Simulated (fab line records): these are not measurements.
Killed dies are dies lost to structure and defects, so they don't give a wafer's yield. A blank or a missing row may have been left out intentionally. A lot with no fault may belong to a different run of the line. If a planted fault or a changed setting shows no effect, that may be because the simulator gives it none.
fab line records -- flow rit-cmos
record lots=5, wafers=23
route steps=202 shown NLDD@104 SPACER@128 PSD@150 SDANNEAL@154 SILICIDE@162 CONTACT@173
start-h: the number of hours between the record's first day and the start of the first shown wafer of the lot -- wait-h: how many hours have passed since the lot's step before this one -- " as in the row above -- L1.1+2: a single row standing in for several wafers -- - either no value or no given start -- * or withheld: withheld -- < > ~ a bound
route shown NAME@n: a module of which the file shows steps, and the number in the route of the first -- usual: average and standard deviation across the fault-free wafers -- same: alike in all rows -- chamber/n: place in a boat -- sites: readings site by site -- _std_site: their standard deviation -- _edge_site: outer sites' mean less inner sites' -- radius-mm: for every site, how far away it sits from the centre of the wafer -- mask NAME#n: copy n -- behind: tool/chamber where the wafer was last shaped -- hold: cause of the lot's hold/its duration in hours/its outcome -- device: the n, p or np transistor that did not switch -- end of line: at the end of the route, the tests of the same wafers -- for a step that has no rows: nothing shown but its recipe -- killed: count of dies lost to structure and defects at first sort (not the wafer's yield) -- map: a wafer's dies, x killed, . not, _ none there
set.NAME: the run value of the setting; set.NAME@STEP: its run value at that earlier step -- model.NAME: the simulator's own value behind a step, which no gauge read
lots with deliberately changed settings; one table per step, one row per wafer
## steps
# step RIT_NLDD_COAT_01
# recipe resist=NOVOLAK, spin-rpm=3250, resist-thk-nm=1000
lot.wafer,tool,chamber,start-h,wait-h,set.spin-rpm,model.NOVOLAK_of_NLDD_COAT_01.thk-nm
L075.1,litho-track-01,0,51.64,0.1,3150,1018
L075.2+4,litho-track-01,0,51.64,0.1,3250,1003
L075.3,litho-track-01,0,51.64,0.1,3150,1015
L075.6,litho-track-01,0,51.64,0.1,3150,1020
L074.2,litho-track-02,0,51.98,0.1,3250,1006
L074.3,litho-track-02,0,51.98,0.1,3250,1005
L074.4,litho-track-02,0,51.98,0.1,3361,989
L074.5,litho-track-02,0,51.98,0.1,3361,990.9
L074.6,litho-track-02,0,51.98,0.1,3361,987.8
L076.3,litho-track-04,0,60.69,0.1,3250,997.2
L076.4,litho-track-04,0,60.69,0.1,3250,998.1
L076.5,litho-track-04,0,60.69,0.1,3250,998
L080.1+5,litho-track-02,0,75.57,0.1,3116,1028
L080.2,litho-track-02,0,75.57,0.1,3116,1026
L080.4,litho-track-02,0,75.57,0.1,3250,1005
L080.6,litho-track-02,0,75.57,0.1,3250,1004
L084.2+3,litho-track-02,0,92.82,0.1,3163,1020
L084.4,litho-track-02,0,92.82,0.1,3250,1006
L084.5+6,litho-track-02,0,92.82,0.1,3250,1002
# step RIT_NLDD_SOFTBAKE_02
# recipe resist=NOVOLAK, temp-c=90, time-s=60
# step RIT_NLDD_EXPOSE_03
# recipe mask-id=M7, na=0.57, target-cd-nm=40700, dose-mj=250
# step RIT_NLDD_DEVELOP_05
# recipe resist=NOVOLAK, develop-time-s=50, dev-temp-c=23
# step RIT_NLDD_HARDBAKE_07
# recipe resist=NOVOLAK, temp-c=140, time-s=60
lot.wafer,tool,chamber,start-h,wait-h,set.spin-rpm@NLDD_COAT_01,model.NOVOLAK_of_NLDD_COAT_01.thk-nm
L075.1,litho-track-04,0,52.38,0.0,3150,899.6
L075.2,litho-track-04,0,52.38,0.0,3250,886.4
L075.3,litho-track-04,0,52.38,0.0,3150,896.9
L075.4,litho-track-04,0,52.38,0.0,3250,886.1
L075.6,litho-track-04,0,52.38,0.0,3150,901.3
L074.2,litho-track-04,0,52.71,0.0,3250,888.7
L074.3,litho-track-04,0,52.71,0.0,3250,888.1
L074.4,litho-track-04,0,52.71,0.0,3361,874.1
L074.5,litho-track-04,0,52.71,0.0,3361,875.8
L074.6,litho-track-04,0,52.71,0.0,3361,873.1
L076.3,litho-track-01,0,61.42,0.1,3250,881.3
L076.4,litho-track-01,0,61.42,0.1,3250,882.2
L076.5,litho-track-01,0,61.42,0.1,3250,882.1
L080.1,litho-track-04,0,76.58,0.0,3116,908.6
L080.2,litho-track-04,0,76.58,0.0,3116,906.9
L080.4,litho-track-04,0,76.58,0.0,3250,888.4
L080.5,litho-track-04,0,76.58,0.0,3116,908.5
L080.6,litho-track-04,0,76.58,0.0,3250,887.3
L084.2+3,litho-track-01,0,93.68,0.0,3163,901.1
L084.4,litho-track-01,0,93.68,0.0,3250,889.2
L084.5,litho-track-01,0,93.68,0.0,3250,885.3
L084.6,litho-track-01,0,93.68,0.0,3250,885.6
# step RIT_NLDD_IMPLANT_08
# recipe species=P, energy-kev=20, dose-cm2=5e+14, tilt-deg=7
lot.wafer,tool,chamber,start-h,wait-h,set.dose-cm2
L075.1+2,implanter-03,0,52.53,0.1,5e+14
L075.3+4+6,implanter-03,0,52.53,0.1,5.225e+14
L074.2+3+6,implanter-02,0,52.86,0.1,5.259e+14
L074.4+5,implanter-02,0,52.86,0.1,5e+14
L076.3+4+5,implanter-02,0,61.57,0.1,5e+14
L080.1+6,implanter-02,0,76.73,0.1,5.301e+14
L080.2+4+5,implanter-02,0,76.73,0.1,5e+14
L084.2+3+4+5+6,implanter-02,0,93.83,0.1,5e+14
# step RIT_NLDD_STRIP_09
# recipe chemistry=O2, time-s=180, resist=NOVOLAK, platen-temp-c=withheld, power-w=500, pressure-mtorr=4000, o2-flow-sccm=4000
# step RIT_NLDD_TW_MEAS_10
# usual NLDD_TW=2469/16
lot.wafer,tool,chamber,start-h,wait-h,set.dose-cm2@NLDD_IMPLANT_08,NLDD_TW
L075.1,film-metro-04,-,52.85,0.1,5e+14,2458
L075.2,film-metro-04,-,52.85,0.1,5e+14,2445
L075.3,film-metro-04,-,52.85,0.1,5.225e+14,2487
L075.4,film-metro-04,-,52.85,0.1,5.225e+14,2484
L075.6,film-metro-04,-,52.85,0.1,5.225e+14,2467
L074.2,film-metro-04,-,53.17,0.1,5.259e+14,2487
L074.3,film-metro-04,-,53.17,0.1,5.259e+14,2467
L074.4,film-metro-04,-,53.17,0.1,5e+14,2454
L074.5,film-metro-04,-,53.17,0.1,5e+14,2446
L074.6,film-metro-04,-,53.17,0.1,5.259e+14,2478
L076.3,film-metro-02,-,61.87,0.1,5e+14,2468
L076.4,film-metro-02,-,61.87,0.1,5e+14,2475
L076.5,film-metro-02,-,61.87,0.1,5e+14,2465
L080.1,film-metro-02,-,77.05,0.1,5.301e+14,2503
L080.2,film-metro-02,-,77.05,0.1,5e+14,2474
L080.4,film-metro-02,-,77.05,0.1,5e+14,2468
L080.5,film-metro-02,-,77.05,0.1,5e+14,2460
L080.6,film-metro-02,-,77.05,0.1,5.301e+14,2508
L084.2,film-metro-01,-,94.14,0.1,5e+14,2473
L084.3,film-metro-01,-,94.14,0.1,5e+14,2491
L084.4,film-metro-01,-,94.14,0.1,5e+14,2485
L084.5,film-metro-01,-,94.14,0.1,5e+14,2492
L084.6,film-metro-01,-,94.14,0.1,5e+14,2491
# step RIT_SPACER_CVD_03
# recipe material=Si3N4, target-thk-nm=250, temp-c=810, precursor=SiH2Cl2/NH3, time-s=3300, pressure-mtorr=300, sih2cl2-flow-sccm=60, nh3-flow-sccm=150
lot.wafer,tool,chamber,start-h,wait-h,set.pressure-mtorr,model.Si3N4_of_SPACER_CVD_03.thk-nm
L075.1,-,-,-,0.0,324,257.9
L075.2+3,-,-,-,0.0,324,258.8
L075.4,-,-,-,0.0,324,257.5
L075.6,-,-,-,0.0,324,258.5
L074.2,-,-,-,0.0,262.2,239.4
L074.3,-,-,-,0.0,262.2,237.2
L074.4,-,-,-,0.0,262.2,238.8
L074.5,-,-,-,0.0,262.2,238.5
L074.6,-,-,-,0.0,262.2,240.4
L076.3,lpcvd-02,1,64.04,0.0,300,249.6
L076.4,lpcvd-02,1,64.04,0.0,300,251
L076.5,lpcvd-02,1,64.04,0.0,300,251.6
L080.1,-,-,-,0.3,342.3,258.6
L080.2,-,-,-,0.3,342.3,258.2
L080.4,-,-,-,0.3,342.3,258.9
L080.5,-,-,-,0.3,342.3,258.3
L080.6,-,-,-,0.3,342.3,257.9
L084.2,-,-,-,0.0,300,248.3
L084.3,-,-,-,0.0,300,249.4
L084.4,-,-,-,0.0,300,249.3
L084.5,-,-,-,0.0,300,248.5
L084.6,-,-,-,0.0,300,249.1
# step RIT_SPACER_THK_MEAS_04
# recipe reads=Si3N4_of_SPACER_CVD_03
# usual SPACER_NITRIDE_THK=250.7/2.3
lot.wafer,tool,chamber,start-h,wait-h,set.pressure-mtorr@SPACER_CVD_03,SPACER_NITRIDE_THK[nm]
L075.1,film-metro-02,-,-,-,324,257.7
L075.2,film-metro-02,-,-,-,324,258.9
L075.3,film-metro-02,-,-,-,324,258.7
L075.4,film-metro-02,-,-,-,324,257.5
L075.6,film-metro-02,-,-,-,324,258.3
L074.2,film-metro-01,-,-,-,262.2,239.2
L074.3,film-metro-01,-,-,-,262.2,237.2
L074.4,film-metro-01,-,-,-,262.2,238.8
L074.5,film-metro-01,-,-,-,262.2,238.5
L074.6,film-metro-01,-,-,-,262.2,240.3
L076.3,film-metro-03,-,65.97,0.0,300,249.7
L076.4,film-metro-03,-,65.97,0.0,300,251.0
L076.5,film-metro-03,-,65.97,0.0,300,251.5
L080.1,film-metro-01,-,-,-,342.3,258.5
L080.2,film-metro-01,-,-,-,342.3,258.3
L080.4,film-metro-01,-,-,-,342.3,259.0
L080.5,film-metro-01,-,-,-,342.3,258.6
L080.6,film-metro-01,-,-,-,342.3,258.0
L084.2,film-metro-01,-,-,-,300,248.2
L084.3,film-metro-01,-,-,-,300,249.4
L084.4,film-metro-01,-,-,-,300,249.2
L084.5,film-metro-01,-,-,-,300,248.7
L084.6,film-metro-01,-,-,-,300,249.2
# step RIT_SPACER_ETCHBACK_05
# recipe target-depth-a=2500, SF6_flow_sccm=30, CHF3_flow_sccm=30, target=Si3N4, chemistry=SF6/CHF3, pressure-mtorr=40, rf-w=250, time-s=240, stop-on=SiO2
lot.wafer,tool,chamber,start-h,wait-h,set.pressure-mtorr@SPACER_CVD_03,model.etch.depth-nm
L075.1+4+6,rie-diel-01,"2,1,2",56.71,0.1,324,-
L075.2+3,rie-diel-01,"3,0",56.71,0.1,324,258.8
L074.2,rie-diel-02,3,57.14,0.0,262.2,239.4
L074.3,rie-diel-02,2,57.14,0.0,262.2,237.2
L074.4,rie-diel-02,1,57.14,0.0,262.2,238.8
L074.5,rie-diel-02,1,57.14,0.0,262.2,238.5
L074.6,rie-diel-02,0,57.14,0.0,262.2,240.4
L076.3,rie-diel-01,2,66.01,0.0,300,249.6
L076.4,rie-diel-01,2,66.01,0.0,300,251
L076.5,rie-diel-01,0,66.01,0.0,300,251.6
L080.1+4,rie-diel-03,"2,1",81.60,0.1,342.3,-
L080.2,rie-diel-03,3,81.60,0.1,342.3,258.2
L080.5,rie-diel-03,1,81.60,0.1,342.3,258.3
L080.6,rie-diel-03,2,81.60,0.1,342.3,257.9
L084.2+3+6,rie-diel-01,"0,1,3",97.95,0.0,300,-
L084.4,rie-diel-01,3,97.95,0.0,300,249.3
L084.5,rie-diel-01,0,97.95,0.0,300,248.5
# step RIT_PSD_IMPLANT_08
# recipe species=BF2, energy-kev=27, dose-cm2=5e+15, tilt-deg=7
lot.wafer,tool,chamber,start-h,wait-h,set.energy-kev,model.implant.rp-nm,model.implant.drp-nm
L075.1+3+6,implanter-02,0,59.90,0.1,27,21.87,12.05
L075.2+4,implanter-02,0,59.90,0.1,25.52,20.9,11.58
L074.2+3+4+5+6,implanter-03,0,60.10,0.1,27,22.01,12.05
L076.3+4+5,implanter-01,0,68.94,0.2,27,22.83,12.05
L080.1+2+6,implanter-01,0,84.65,0.1,25.91,21.89,11.7
L080.4+5,implanter-01,0,84.65,0.1,27,22.62,12.05
L084.2+3+5,implanter-03,0,100.83,0.1,27,22.52,12.05
L084.4+6,implanter-03,0,100.83,0.1,27.72,23,12.27
# step RIT_SDANNEAL_CLEAN_01
# recipe chemistry=dHF, dilution=50:1, time-s=30
lot.wafer,tool,chamber,start-h,wait-h,set.time-s
L075.1+2+3+4+6,-,-,-,0.0,33.32
L074.2+3+4+5+6,-,-,-,0.0,31.75
L076.3+4+5,wet-bench-04,2,69.55,0.0,30
L080.1+2+4+5+6,-,-,-,0.0,26.4
L084.2+3+4+5+6,-,-,-,0.0,32.24
# step RIT_SDANNEAL_CLEAN_02
# recipe chemistry=SC2, mix=3:3:50, time-s=600, temp-c=75, dry=n2-spin
# step RIT_SDANNEAL_RTA_03
# recipe temp-c=1050, time-s=5, idle-temp-c=600, ramp-up-c-per-s=342, ramp-down-c-per-s=171, cool-to-c=600, ambient=N2
# step RIT_SDANNEAL_RS_MEAS_04
# recipe thk-meas-gauge=four-point-probe
# usual PSD_RS=115.60/0.26
lot.wafer,tool,chamber,start-h,wait-h,set.energy-kev@PSD_IMPLANT_08,PSD_RS[ohm/sq]
L075.1,film-metro-01,-,60.71,0.0,27,115.57
L075.2,film-metro-01,-,60.71,0.0,25.52,119.17
L075.3,film-metro-01,-,60.71,0.0,27,115.27
L075.4,film-metro-01,-,60.71,0.0,25.52,118.91
L075.6,film-metro-01,-,60.71,0.0,27,115.41
L074.2,film-metro-02,-,60.91,0.1,27,115.62
L074.3,film-metro-02,-,60.91,0.1,27,115.64
L074.4,film-metro-02,-,60.91,0.1,27,115.43
L074.5,film-metro-02,-,60.91,0.1,27,115.67
L074.6,film-metro-02,-,60.91,0.1,27,115.94
L076.3,film-metro-02,-,69.86,0.1,27,115.66
L076.4,film-metro-02,-,69.86,0.1,27,115.49
L076.5,film-metro-02,-,69.86,0.1,27,115.78
L080.1,film-metro-01,-,85.50,0.0,25.91,117.74
L080.2,film-metro-01,-,85.50,0.0,25.91,117.70
L080.4,film-metro-01,-,85.50,0.0,27,115.49
L080.5,film-metro-01,-,85.50,0.0,27,115.27
L080.6,film-metro-01,-,85.50,0.0,25.91,117.84
L084.2,film-metro-01,-,101.64,0.1,27,115.59
L084.3,film-metro-01,-,101.64,0.1,27,115.78
L084.4,film-metro-01,-,101.64,0.1,27.72,114.53
L084.5,film-metro-01,-,101.64,0.1,27,115.37
L084.6,film-metro-01,-,101.64,0.1,27.72,114.44
# step RIT_SDANNEAL_RS_MEAS_07
# recipe thk-meas-gauge=four-point-probe
# usual NLDD_RS=151.4/0.6
lot.wafer,tool,chamber,start-h,wait-h,set.dose-cm2@NLDD_IMPLANT_08,NLDD_RS[ohm/sq]
L075.1,film-metro-01,-,61.07,0.1,5e+14,151.3
L075.2,film-metro-01,-,61.07,0.1,5e+14,151.0
L075.3,film-metro-01,-,61.07,0.1,5.225e+14,145.3
L075.4,film-metro-01,-,61.07,0.1,5.225e+14,145.3
L075.6,film-metro-01,-,61.07,0.1,5.225e+14,145.9
L074.2,film-metro-02,-,61.27,0.1,5.259e+14,145.9
L074.3,film-metro-02,-,61.27,0.1,5.259e+14,145.6
L074.4,film-metro-02,-,61.27,0.1,5e+14,152.2
L074.5,film-metro-02,-,61.27,0.1,5e+14,152.1
L074.6,film-metro-02,-,61.27,0.1,5.259e+14,145.9
L076.3,film-metro-02,-,70.22,0.1,5e+14,151.2
L076.4,film-metro-02,-,70.22,0.1,5e+14,151.1
L076.5,film-metro-02,-,70.22,0.1,5e+14,151.1
L080.1,film-metro-01,-,85.86,0.1,5.301e+14,144.4
L080.2,film-metro-01,-,85.86,0.1,5e+14,151.9
L080.4,film-metro-01,-,85.86,0.1,5e+14,151.2
L080.5,film-metro-01,-,85.86,0.1,5e+14,151.3
L080.6,film-metro-01,-,85.86,0.1,5.301e+14,144.5
L084.2,film-metro-01,-,102.00,0.1,5e+14,150.5
L084.3,film-metro-01,-,102.00,0.1,5e+14,150.8
L084.4,film-metro-01,-,102.00,0.1,5e+14,150.2
L084.5,film-metro-01,-,102.00,0.1,5e+14,150.8
L084.6,film-metro-01,-,102.00,0.1,5e+14,150.6
# step RIT_SILICIDE_SPUTTER_01
# recipe material=Ti, target-thk-nm=30, power-w=350, chamber-pressure-pa=0.667, gas=Ar, time-s=240, substrate-temp-c=25
lot.wafer,tool,chamber,start-h,wait-h,set.time-s,model.Ti_of_SILICIDE_SPUTTER_01.thk-nm
L075.1,pvd-sputter-03,-,61.20,0.0,240,29.37
L075.2,pvd-sputter-03,-,61.20,0.0,269,33.54
L075.3,pvd-sputter-03,-,61.20,0.0,240,29.82
L075.4,pvd-sputter-03,-,61.20,0.0,240,30.07
L075.6,pvd-sputter-03,-,61.20,0.0,269,33.58
L074.2,pvd-sputter-04,-,61.42,0.0,264.9,32.99
L074.3,pvd-sputter-04,-,61.42,0.0,240,30.75
L074.4,pvd-sputter-04,-,61.42,0.0,240,30.23
L074.5,pvd-sputter-04,-,61.42,0.0,240,29.81
L074.6,pvd-sputter-04,-,61.42,0.0,264.9,33.05
L076.3,pvd-sputter-03,-,70.31,0.0,240,30.41
L076.4,pvd-sputter-03,-,70.31,0.0,240,30.04
L076.5,pvd-sputter-03,-,70.31,0.0,240,30.26
L080.1,pvd-sputter-04,-,85.99,0.0,253.4,32.05
L080.2,pvd-sputter-04,-,85.99,0.0,253.4,32.22
L080.4,pvd-sputter-04,-,85.99,0.0,240,30.58
L080.5,pvd-sputter-04,-,85.99,0.0,253.4,32.12
L080.6,pvd-sputter-04,-,85.99,0.0,240,29.93
L084.2,pvd-sputter-04,-,102.11,0.0,240,30.9
L084.3,pvd-sputter-04,-,102.11,0.0,257.7,32.72
L084.4,pvd-sputter-04,-,102.11,0.0,240,30.05
L084.5,pvd-sputter-04,-,102.11,0.0,257.7,32.73
L084.6,pvd-sputter-04,-,102.11,0.0,240,30.2
# step RIT_SILICIDE_RS_MEAS_02
# recipe thk-meas-gauge=four-point-probe, reads=Ti_of_SILICIDE_SPUTTER_01
# usual SILICIDE_TI_RS=47.6/0.67
lot.wafer,tool,chamber,start-h,wait-h,set.time-s@SILICIDE_SPUTTER_01,SILICIDE_TI_RS[ohm/sq]
L075.1,film-metro-04,-,61.35,0.1,240,49.1
L075.2,film-metro-04,-,61.35,0.1,269,41.7
L075.3,film-metro-04,-,61.35,0.1,240,48.2
L075.4,film-metro-04,-,61.35,0.1,240,47.6
L075.6,film-metro-04,-,61.35,0.1,269,41.4
L074.2,film-metro-03,-,61.59,0.1,264.9,42.5
L074.3,film-metro-03,-,61.59,0.1,240,46.3
L074.4,film-metro-03,-,61.59,0.1,240,47.4
L074.5,film-metro-03,-,61.59,0.1,240,48.2
L074.6,film-metro-03,-,61.59,0.1,264.9,42.4
L076.3,film-metro-04,-,70.50,0.1,240,46.9
L076.4,film-metro-04,-,70.50,0.1,240,47.7
L076.5,film-metro-04,-,70.50,0.1,240,47.3
L080.1,film-metro-03,-,86.14,0.1,253.4,43.9
L080.2,film-metro-03,-,86.14,0.1,253.4,43.7
L080.4,film-metro-03,-,86.14,0.1,240,46.7
L080.5,film-metro-03,-,86.14,0.1,253.4,43.9
L080.6,film-metro-03,-,86.14,0.1,240,48.0
L084.2,film-metro-02,-,102.28,0.1,240,46.0
L084.3,film-metro-02,-,102.28,0.1,257.7,42.9
L084.4,film-metro-02,-,102.28,0.1,240,47.8
L084.5,film-metro-02,-,102.28,0.1,257.7,42.9
L084.6,film-metro-02,-,102.28,0.1,240,47.3
# step RIT_SILICIDE_THK_MEAS_03
# recipe thk-meas-gauge=xrf, reads=Ti_of_SILICIDE_SPUTTER_01
# usual SILICIDE_TI_THK=31.0/0.4
lot.wafer,tool,chamber,start-h,wait-h,set.time-s@SILICIDE_SPUTTER_01,SILICIDE_TI_THK[nm]
L075.1,film-metro-04,-,61.47,0.1,240,30.0
L075.2,film-metro-04,-,61.47,0.1,269,34.2
L075.3,film-metro-04,-,61.47,0.1,240,30.5
L075.4,film-metro-04,-,61.47,0.1,240,30.7
L075.6,film-metro-04,-,61.47,0.1,269,34.2
L074.2,film-metro-03,-,61.70,0.1,264.9,34.1
L074.3,film-metro-03,-,61.70,0.1,240,31.7
L074.4,film-metro-03,-,61.70,0.1,240,31.3
L074.5,film-metro-03,-,61.70,0.1,240,30.7
L074.6,film-metro-03,-,61.70,0.1,264.9,34.4
L076.3,film-metro-04,-,70.60,0.1,240,31.0
L076.4,film-metro-04,-,70.60,0.1,240,30.6
L076.5,film-metro-04,-,70.60,0.1,240,31.0
L080.1,film-metro-03,-,86.26,0.1,253.4,33.0
L080.2,film-metro-03,-,86.26,0.1,253.4,33.3
L080.4,film-metro-03,-,86.26,0.1,240,31.6
L080.5,film-metro-03,-,86.26,0.1,253.4,33.1
L080.6,film-metro-03,-,86.26,0.1,240,30.8
L084.2,film-metro-02,-,102.39,0.1,240,31.9
L084.3,film-metro-02,-,102.39,0.1,257.7,33.8
L084.4,film-metro-02,-,102.39,0.1,240,31.2
L084.5,film-metro-02,-,102.39,0.1,257.7,33.8
L084.6,film-metro-02,-,102.39,0.1,240,31.3
# step RIT_CONTACT_EXPOSE_05
# recipe mask-id=M11, na=0.6, source-shape=conventional, sigma-outer=0.5, target-cd-nm=1000, dose-mj=250
lot.wafer,tool,chamber,start-h,wait-h,mask,set.dose-mj
L075.1+2+3,iline-stepper-02,0,62.27,0.1,M11#0,235
L075.4+6,iline-stepper-02,0,62.27,0.1,M11#0,250
L074.2+3+5,iline-stepper-02,0,62.52,0.1,M11#0,264.8
L074.4+6,iline-stepper-02,0,62.52,0.1,M11#0,250
L076.3+4+5,iline-stepper-02,0,71.42,0.1,M11#0,250
L080.1+4+6,iline-stepper-01,0,87.20,0.1,M11#0,250
L080.2+5,iline-stepper-01,0,87.20,0.1,M11#0,242
L084.2+3+4+5+6,iline-stepper-01,0,103.33,0.3,M11#0,250
# step RIT_CONTACT_PEB_06
# recipe resist=NOVOLAK, temp-c=withheld, time-s=withheld
# step RIT_CONTACT_DEVELOP_07
# recipe resist=NOVOLAK, develop-time-s=120, dev-temp-c=23
# step RIT_CONTACT_CD_MEAS_08
# recipe target-cd-nm=1000
# usual cd-nm=999.6/2.2
lot.wafer,tool,chamber,start-h,wait-h,set.dose-mj@CONTACT_EXPOSE_05,cd-nm
L075.1,cd-sem-01,-,62.89,-,235,982.6
L075.2,cd-sem-01,-,62.89,-,235,981.2
L075.3,cd-sem-01,-,62.89,-,235,982.2
L075.4,cd-sem-01,-,62.89,-,250,1000.7
L075.6,cd-sem-01,-,62.89,-,250,1001.0
L074.2,cd-sem-02,-,63.16,-,264.8,1016.1
L074.3,cd-sem-02,-,63.16,-,264.8,1017.5
L074.4,cd-sem-02,-,63.16,-,250,1001.4
L074.5,cd-sem-02,-,63.16,-,264.8,1015.8
L074.6,cd-sem-02,-,63.16,-,250,1001.3
L076.3,cd-sem-02,-,71.93,-,250,1003.3
L076.4,cd-sem-02,-,71.93,-,250,1006.3
L076.5,cd-sem-02,-,71.93,-,250,1005.5
L080.1,cd-sem-01,-,87.72,-,250,996.6
L080.2,cd-sem-01,-,87.72,-,242,985.9
L080.4,cd-sem-01,-,87.72,-,250,997.0
L080.5,cd-sem-01,-,87.72,-,242,988.6
L080.6,cd-sem-01,-,87.72,-,250,998.0
L084.2,cd-sem-02,-,103.99,-,250,998.9
L084.3,cd-sem-02,-,103.99,-,250,1000.2
L084.4,cd-sem-02,-,103.99,-,250,995.8
L084.5,cd-sem-02,-,103.99,-,250,996.3
L084.6,cd-sem-02,-,103.99,-,250,996.2
# step RIT_CONTACT_HARDBAKE_10
# recipe resist=NOVOLAK, temp-c=140, time-s=60
# step RIT_CONTACT_ETCH_11
# recipe target-depth-a=4800, over-etch-frac=0.2, stop-on=TiSi2, chemistry=CHF3/CF4/Ar, target=SiO2, CHF3_flow_sccm=50, cf4-flow-sccm=10, Ar_flow_sccm=100, O2_flow_sccm=5, pressure-mtorr=100, rf-w=200, time-s=320
lot.wafer,tool,chamber,start-h,wait-h,set.dose-mj@CONTACT_EXPOSE_05,model.CONTACT.cd-nm
L075.1,rie-diel-01,3,63.40,0.1,235,983.3
L075.2,rie-diel-01,0,63.40,0.1,235,981.3
L075.3,rie-diel-01,2,63.40,0.1,235,981.9
L075.4,rie-diel-01,2,63.40,0.1,250,999.9
L075.6,rie-diel-01,0,63.40,0.1,250,1001
L074.2+5,rie-diel-03,0,63.44,0.1,264.8,1016
L074.3,rie-diel-03,1,63.44,0.1,264.8,1018
L074.4,rie-diel-03,3,63.44,0.1,250,1001
L074.6,rie-diel-03,3,63.44,0.1,250,1002
L076.3,rie-diel-01,3,72.20,0.1,250,1004
L076.4,rie-diel-01,3,72.20,0.1,250,1007
L076.5,rie-diel-01,0,72.20,0.1,250,1005
L080.1,rie-diel-04,2,88.11,0.1,250,996
L080.2,rie-diel-04,1,88.11,0.1,242,985.6
L080.4,rie-diel-04,0,88.11,0.1,250,997.2
L080.5,rie-diel-04,1,88.11,0.1,242,988.1
L080.6,rie-diel-04,2,88.11,0.1,250,997.4
L084.2,rie-diel-03,2,104.28,0.1,250,998.6
L084.3,rie-diel-03,2,104.28,0.1,250,999.7
L084.4,rie-diel-03,0,104.28,0.1,250,996
L084.5,rie-diel-03,2,104.28,0.1,250,995.8
L084.6,rie-diel-03,0,104.28,0.1,250,996.1
# step RIT_CONTACT_STRIP_12
# recipe chemistry=O2, time-s=180, resist=NOVOLAK, platen-temp-c=withheld, power-w=500, pressure-mtorr=4000, o2-flow-sccm=4000
# step RIT_CONTACT_CD_MEAS_90
# recipe target-cd-nm=1000
# usual cd-nm=999.4/2.3
lot.wafer,tool,chamber,start-h,wait-h,set.dose-mj@CONTACT_EXPOSE_05,cd-nm
L075.1,cd-sem-02,-,63.77,0.1,235,983.2
L075.2,cd-sem-02,-,63.77,0.1,235,981.2
L075.3,cd-sem-02,-,63.77,0.1,235,982.0
L075.4,cd-sem-02,-,63.77,0.1,250,999.8
L075.6,cd-sem-02,-,63.77,0.1,250,1000.8
L074.2,cd-sem-01,-,63.83,0.1,264.8,1015.9
L074.3,cd-sem-01,-,63.83,0.1,264.8,1017.7
L074.4,cd-sem-01,-,63.83,0.1,250,1001.3
L074.5,cd-sem-01,-,63.83,0.1,264.8,1015.9
L074.6,cd-sem-01,-,63.83,0.1,250,1001.6
L076.3,cd-sem-02,-,72.61,0.1,250,1004.0
L076.4,cd-sem-02,-,72.61,0.1,250,1006.6
L076.5,cd-sem-02,-,72.61,0.1,250,1005.3
L080.1,cd-sem-02,-,88.48,0.1,250,996.2
L080.2,cd-sem-02,-,88.48,0.1,242,985.6
L080.4,cd-sem-02,-,88.48,0.1,250,997.2
L080.5,cd-sem-02,-,88.48,0.1,242,987.9
L080.6,cd-sem-02,-,88.48,0.1,250,997.4
L084.2,cd-sem-02,-,104.77,0.1,250,999.0
L084.3,cd-sem-02,-,104.77,0.1,250,999.8
L084.4,cd-sem-02,-,104.77,0.1,250,995.7
L084.5,cd-sem-02,-,104.77,0.1,250,995.7
L084.6,cd-sem-02,-,104.77,0.1,250,996.4
## key
split step=RIT_NLDD_COAT_01, setting=spin-rpm, stated=3250, by=wafer
response step=RIT_NLDD_COAT_01, reading=model.NOVOLAK_of_NLDD_COAT_01.thk-nm, change=-5.3, per=1%, r=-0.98
response step=RIT_NLDD_HARDBAKE_07, reading=model.NOVOLAK_of_NLDD_COAT_01.thk-nm, change=-4.63, per=1%, r=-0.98
split step=RIT_NLDD_IMPLANT_08, setting=dose-cm2, stated=5e+14, by=wafer
response step=RIT_NLDD_TW_MEAS_10, reading=NLDD_TW, change=+5.92, per=1%, r=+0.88
response step=RIT_SDANNEAL_RS_MEAS_07, reading=NLDD_RS, change=-1.21, per=1%, r=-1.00
split step=RIT_SPACER_CVD_03, setting=pressure-mtorr, stated=300, by=lot
response step=RIT_SPACER_CVD_03, reading=model.Si3N4_of_SPACER_CVD_03.thk-nm, change=+0.784, per=1%, r=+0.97
response step=RIT_SPACER_THK_MEAS_04, reading=SPACER_NITRIDE_THK, change=+0.787, per=1%, r=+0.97
response step=RIT_SPACER_ETCHBACK_05, reading=model.etch.depth-nm, change=+0.781, per=1%, r=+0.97
split step=RIT_PSD_IMPLANT_08, setting=energy-kev, stated=27, by=wafer
response step=RIT_PSD_IMPLANT_08, reading=model.implant.rp-nm, change=+0.179, per=1%, r=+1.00
response step=RIT_PSD_IMPLANT_08, reading=model.implant.drp-nm, change=+0.0854, per=1%, r=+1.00
response step=RIT_SDANNEAL_RS_MEAS_04, reading=PSD_RS, change=-0.606, per=1%, r=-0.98
split step=RIT_SDANNEAL_CLEAN_01, setting=time-s, stated=30, by=lot
response none clear
split step=RIT_SILICIDE_SPUTTER_01, setting=time-s, stated=240, by=wafer
response step=RIT_SILICIDE_SPUTTER_01, reading=model.Ti_of_SILICIDE_SPUTTER_01.thk-nm, change=+0.302, per=1%, r=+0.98
response step=RIT_SILICIDE_RS_MEAS_02, reading=SILICIDE_TI_RS, change=-0.536, per=1%, r=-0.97
response step=RIT_SILICIDE_THK_MEAS_03, reading=SILICIDE_TI_THK, change=+0.312, per=1%, r=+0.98
split step=RIT_CONTACT_EXPOSE_05, setting=dose-mj, stated=250, by=wafer
response step=RIT_CONTACT_CD_MEAS_08, reading=cd-nm, change=+2.88, per=1%, r=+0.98
response step=RIT_CONTACT_ETCH_11, reading=model.CONTACT.cd-nm, change=+2.85, per=1%, r=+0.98
response step=RIT_CONTACT_CD_MEAS_90, reading=cd-nm, change=+2.84, per=1%, r=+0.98
